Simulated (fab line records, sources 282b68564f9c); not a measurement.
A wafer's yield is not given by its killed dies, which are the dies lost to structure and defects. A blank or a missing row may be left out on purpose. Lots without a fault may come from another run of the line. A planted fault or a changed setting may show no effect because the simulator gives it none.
The tool behind it: which one? ; flow rit cmos ; Sampling: 15 lots, 45 wafers, 4 of 202 route steps

== WHAT THE GAUGES READ, wafer by wafer ==
RIT_GATE_OVL_MEAS_17. Usual: GATE_OVL gives -0.9 nm (standard deviation 1.2).
lot;measured;on;GATE_OVL (nm);flag
L141;day 3 07:45;overlay-02;-1.6 -1.0 -1.4;
L144;day 3 23:02;overlay-01;0.6 0.2 -0.9;
L145;day 4 06:07;overlay-01;-1.5 -2.2 -1.4;
L146;day 4 12:01;overlay-01;0.7 2.2 -0.6;
L147;day 4 16:27;overlay-02;-0.5 -1.8 -1.9;
L148;day 5 01:17;overlay-02;1.7 0.0 0.9;
L149;day 5 03:56;overlay-01;-2.0 -0.5 -0.7;
L150;day 5 05:25;overlay-01;-0.2 -1.5 -0.5;
L152;day 6 00:40;overlay-02;-0.2 0.1 -2.0;
L156;day 6 19:53;overlay-01;-4.9 -3.2 -1.5;
L160;day 8 01:56;overlay-01;-2.7 -3.7 -2.2;
L161;day 8 01:52;overlay-02;-0.1 -1.3 -0.8;

RIT_SPACER_THK_MEAS_04. Usual: SPACER_NITRIDE_THK gives 250.3 nm (standard deviation 2.6).
lot;measured;on;SPACER_NITRIDE_THK (nm);flag
L141;day 3 20:15;film metro-04;249.8 251.8 252.3;
L144;day 4 09:52;film metro-03;249.2 248.1 247.1;
L145;day 4 15:07;film metro-01;250.3 250.5 250.3;
L146;day 4 22:36;film metro-04;247.7 248.7 250.3;
L147;day 5 03:41;film metro-04;252.4 251.2 251.1;
L148;day 5 10:18;film metro-01;250.2 249.1 251.1;
L149;day 5 12:51;film metro-04;252.1 252.6 253.2;
L150;day 5 15:17;film metro-04;253.6 255.0 254.5;
L152;day 6 13:01;film metro-04;250.7 250.1 248.3;
L156;day 7 09:58;film metro-01;248.0 245.3 249.7;
L160;day 8 13:36;film metro-04;248.1 245.7 246.6;
L161;day 8 15:22;film metro-01;249.8 250.1 249.9;

RIT_SILICIDE_RS_MEAS_02: measures by four-point-probe. Usual: SILICIDE_TI_RS gives 48.1 ohm/sq (standard deviation 0.76).
lot;measured;on;SILICIDE_TI_RS (ohm/sq);flag
L141;day 4 00:32;film metro-04;48.8 47.7 47.1;
L144;day 4 14:22;film metro-04;47.9 48.3 47.5;
L145;day 4 19:29;film metro-04;49.6 48.5 48.4;
L146;day 5 02:50;film metro-01;48.2 47.0 47.4;
L147;day 5 08:05;film metro-04;48.2 47.9 47.8;
L148;day 5 14:34;film metro-01;48.9 49.7 48.5;
L149;day 5 17:08;film metro-04;48.8 48.8 47.4;
L150;day 5 19:32;film metro-04;47.6 47.9 46.5;
L152;day 6 17:23;film metro-02;48.0 48.1 48.7;
L156;day 7 14:23;film metro-02;48.8 47.4 47.2;
L160;day 8 18:00;film metro-01;46.7 46.4 48.1;
L161;day 8 19:48;film metro-01;47.1 47.7 48.1;

== EACH LOT AND THE TOOL THAT RAN IT (in order: tool; ch and the chambers of the sampled wafers; start) ==
lot;RIT_FOX2_WET_ETCH_03
L141;wet bench-04 ch 3, day 2 11:37
L144;wet bench-04 ch 1, day 3 02:35
L145;wet bench-02 ch 2, day 3 07:24
L146;wet bench-04 ch 2, day 3 16:38
L147;wet bench-04 ch 3, day 3 19:17
L148;wet bench-04 ch 0, day 4 00:17
L149;wet bench-02 ch 0, day 4 03:50
L150;wet bench-02 ch 0, day 4 09:04
L152;wet bench-01 ch 1, day 5 00:58
L156;wet bench-01 ch 2, day 5 18:09
L157;wet bench-04 ch 0, day 5 21:51
L158;wet bench-01 ch 0, day 6 11:55
L159;wet bench-01 ch 1, day 6 11:55
L160;wet bench-02 ch 2, day 7 01:56
L161;wet bench-02 ch 3, day 7 01:56
- RIT_FOX2_WET_ETCH_03: etches Si3N4 in H3PO4, target depth 195 nm, time 2700 s.

== AS READ BY THE TOOLS THEMSELVES (means over the sampled wafers that have a number; for cases with no such wafer, the mark the record gives instead) ==
RIT_FOX2_WET_ETCH_03. Usual: bath guard temp C 164.8 C, standard deviation 0.44; bath heat duty pct 28.0 %, standard deviation 2.4.
lot;tool;bath guard temp C (C);bath heat duty pct (%);flag
L141;wet bench-04;165.5;31.1;
L144;wet bench-04;164.7;27.3;
L145;wet bench-02;164.8;28.9;
L146;wet bench-04;165.0;28.3;
L147;wet bench-04;165.3;28.2;
L148;wet bench-04;165.1;29.8;
L149;wet bench-02;165.3;27.0;
L150;wet bench-02;165.0;29.1;
L152;wet bench-01;164.4;25.0;
L156;wet bench-01;164.1;23.5;
L157;wet bench-04;-;-;OFF
L158;wet bench-01;-;-;OFF
L159;wet bench-01;-;-;OFF
L160;wet bench-02;165.0;29.8;
L161;wet bench-02;165.2;30.4;

== THE ANSWER, worked out from the rows above alone ==
Rule: take the mean of a lot's wafers that have a number; if it is more than 3 standard deviations from the usual mean, the lot is off. Also off: a lot with no number at a reading for which 4 or more lots have one. The other lots that the step has rows for count as sound. Order of review: gauges by route order, followed by the tools' own readings, for which a lot's mean as printed above is used. At the first step where some lot is off, the reading lying furthest off is the one used; lots without a number count as furthest.
Off: L157, L158, L159 (RIT_FOX2_WET_ETCH_03, bath guard temp C). Without a number there: L157, L158, L159.
A tool fits if, at that step or a process step before it, it ran every lot that is off, and no sound lot after the first of them. Of those tried, none fits.

== WHAT THE SIMULATOR HAD PUT IN ==
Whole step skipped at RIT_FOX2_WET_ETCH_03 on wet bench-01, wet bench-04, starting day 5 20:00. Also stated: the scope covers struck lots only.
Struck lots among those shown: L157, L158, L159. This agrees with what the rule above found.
